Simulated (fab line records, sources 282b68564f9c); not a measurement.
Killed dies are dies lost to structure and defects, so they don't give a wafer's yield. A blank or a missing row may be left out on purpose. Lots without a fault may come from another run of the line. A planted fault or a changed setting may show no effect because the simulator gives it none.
Chamber matching | flow rit_cmos | RIT_GATE_ETCH_19 on rie_si-02: 4 sister chambers
The step etches poly-Si in SF6/CHF3/O2, stops on SiO2, time 165 s, target depth 312.5 nm. 18 wafers are shown with their chamber, then 9 later ones without.

WAFERS WITH THEIR CHAMBER
wafer  | chamber | throttle_valve_pct (%) | drypump_motor_current_A (A) | oes_product_au (a.u.)
L431.1 | 2       | 10.25                  | 5.8                         | 0.860
L431.2 | 0       | 10.01                  | 6.6                         | 0.856
L431.4 | 1       | 10.47                  | 5.8                         | 0.879
L433.1 | 3       | 10.29                  | 5.9                         | 0.852
L433.4 | 1       | 10.47                  | 5.9                         | 0.863
L433.6 | 2       | 10.26                  | 5.7                         | 0.857
L441.1 | 1       | 10.46                  | 5.9                         | 0.860
L441.2 | 0       | 10.00                  | 6.6                         | 0.848
L441.3 | 2       | 10.27                  | 5.8                         | 0.849
L442.3 | 3       | 10.28                  | 5.9                         | 0.862
L442.4 | 0       | 10.01                  | 6.6                         | 0.851
L442.5 | 0       | 10.01                  | 6.6                         | 0.855
L445.2 | 3       | 10.29                  | 5.9                         | 0.855
L445.3 | 2       | 10.28                  | 5.8                         | 0.855
L445.4 | 0       | 10.00                  | 6.6                         | 0.842
L447.1 | 1       | 10.47                  | 5.8                         | 0.859
L447.5 | 3       | 10.28                  | 5.9                         | 0.840
L447.6 | 2       | 10.27                  | 5.8                         | 0.841

SIGNATURES (means of the wafers above)
reading                 | chamber 0 | chamber 1 | chamber 2 | chamber 3 | scatter within a chamber
throttle_valve_pct      | 10.0060   | 10.4675   | 10.2660   | 10.2850   | 0.00763
drypump_motor_current_A | 6.600     | 5.850     | 5.780     | 5.900     | 0.0359
oes_product_au          | 0.85040   | 0.86525   | 0.85240   | 0.85225   | 0.00788
Rule: a wafer's distance from a chamber is the root of the sum, over the readings, of the square of ((its reading less the chamber's mean) divided by the reading's scatter). The wafer belongs to the nearest chamber; if the next one is less than 2 further off, it can't be placed. The scatter: the root of (the sum of the squares of (reading less its chamber's mean) over the shown wafers, divided by (wafers less chambers)).

WAFERS WITHOUT THEIR CHAMBER
wafer  | throttle_valve_pct (%) | drypump_motor_current_A (A) | oes_product_au (a.u.)
L449.1 | 10.28                  | 5.9                         | 0.845
L449.5 | 10.00                  | 6.6                         | 0.835
L449.6 | 10.45                  | 5.8                         | 0.856
L451.1 | 10.47                  | 5.9                         | 0.867
L451.3 | 10.26                  | 5.8                         | 0.849
L451.5 | 10.26                  | 5.8                         | 0.860
L453.1 | 10.29                  | 5.8                         | 0.854
L453.5 | 10.46                  | 5.8                         | 0.867
L453.6 | 10.27                  | 5.8                         | 0.863

WHICH CHAMBER EACH WENT THROUGH
wafer  | from the rows above     | in truth
L449.1 | 3                       | 3
L449.5 | 0                       | 0
L449.6 | 1                       | 1
L451.1 | 1                       | 1
L451.3 | 2                       | 2
L451.5 | 2                       | 2
L453.1 | can't be placed: 3 or 2 | 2
L453.5 | 1                       | 1
L453.6 | 2                       | 2
Placed correctly: 8 of 9. Can't be placed from these rows: 1 (the true chamber is among the candidates in 1). Placed wrongly: 0.
